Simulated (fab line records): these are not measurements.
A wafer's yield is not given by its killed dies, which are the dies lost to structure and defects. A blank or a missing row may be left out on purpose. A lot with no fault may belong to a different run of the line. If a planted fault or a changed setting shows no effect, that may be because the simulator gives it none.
Comparing a struck lot with a sound one | flow berkeley_cmos170 | 17 steps out of a route of 331
Sound: these wafers, L112.1, L112.4, L112.5. Wafers L123.1, L123.3, L123.6 were the ones struck. The cause comes at the end.
Order at every step that has rows: each side's tool, ch and its chambers, its first start. Under that, the readings that differ: sound wafers | struck wafers | difference of the means | sigmas: that difference in standard deviations of wafers without a fault.
alike: readings with means less than 2 such deviations apart, plus words and numbers identical on both sides. not compared: withheld readings, readings lacking a value on some wafer, bounds such as >300 that could conceal the same value, and numbers that have no deviation in the record and whose values overlap.
A row with sigmas, a row that says differs or no value, or rows on one side alone: a step with any of these is where the two part. Numbers that have no deviation but don't overlap get no sigmas and don't part them. A reading that every wafer of one side lacks parts them only if that side has two wafers or more.

UCB170_GATE_THK_MEAS_02:
  sound on film_metro-03 at day 8 12:41; struck on film_metro-03 at day 10 07:35
  alike: GATE_OXIDE_THK
then, 2 steps without rows for these wafers: UCB170_GATE_ANNEAL_03 (time 1800 s); UCB170_GATE_CVD_04 (deposits poly-Si from SiH4, time 1440 s, target thk 214 nm).
UCB170_GATE_THK_MEAS_05:
  sound on film_metro-02 at day 8 20:27; struck on film_metro-01 at day 10 13:24
  alike: GATE_POLY_THK
then, 6 steps without rows for these wafers: UCB170_GATE_COAT_06; UCB170_GATE_COAT_07 (resist thk 900 nm); UCB170_GATE_SOFTBAKE_08 (time 60 s); UCB170_GATE_EXPOSE_09 (exposes mask POLY, target cd 350 nm); UCB170_GATE_PEB_10; UCB170_GATE_DEVELOP_11 (develop time 45 s).
UCB170_GATE_CD_MEAS_12: target cd 350 nm.
  sound on cd_sem-02 at day 8 21:59; struck on cd_sem-01 at day 10 15:01
  alike: cd_nm
UCB170_GATE_OVL_MEAS_13:
  sound on overlay-01 at day 8 22:06; struck on overlay-02 at day 10 15:08
  alike: GATE_OVL
UCB170_GATE_ETCH_14: etches BARC in N2/H2.
  sound on rie_diel-01 ch 1,3, day 8 22:08; struck on rie_diel-01 ch 1,2, day 10 15:10
  no value came back on the struck wafers for any of 6 readings (bias_w (W), chamber_pressure_mTorr (mTorr) and others); on the sound wafers bias_w (W) reads 99.77 100.20 100.03
UCB170_GATE_ETCH_15: etches poly-Si in HBr/Cl2, stops on SiO2, time 56.3 s, target depth 278.2 nm.
  sound on rie_si-01 ch 0,2,3, day 8 22:11; struck on rie_si-01 ch 0,2,3, day 10 15:13
  reading               | sound             | struck            | difference | sigmas
  oes_product_au (a.u.) | 0.836 0.832 0.823 | 0.279 0.280 0.262 | -0.557     | -40
  alike: HBr_flow_sccm, bias_w, drypump_motor_current_A, throttle_valve_pct
  not compared: rf_hours_counter_h
UCB170_GATE_STRIP_16: strips in O2.
  sound on plasma_asher-03 ch 1, day 8 22:14; struck on plasma_asher-03 ch 0,1, day 10 15:16
  alike: drypump_motor_current_A, oes_product_au
  not compared: rf_hours_counter_h
UCB170_GATE_CD_MEAS_90: target cd 350 nm.
  sound on cd_sem-02 at day 8 22:20; struck on cd_sem-02 at day 10 15:23
  reading    | sound             | struck | difference                    | sigmas
  cd_nm (nm) | 349.5 349.2 350.5 | - - -  | no value on the struck wafers |
then, 1 step without rows for these wafers: UCB170_GATE_CLEAN_17 (cleans in SPM, time 600 s).

== WHERE THEY PART ==
First at UCB170_GATE_ETCH_14; last, within this record, at UCB170_GATE_CD_MEAS_90.

WHY: what the simulator had put in
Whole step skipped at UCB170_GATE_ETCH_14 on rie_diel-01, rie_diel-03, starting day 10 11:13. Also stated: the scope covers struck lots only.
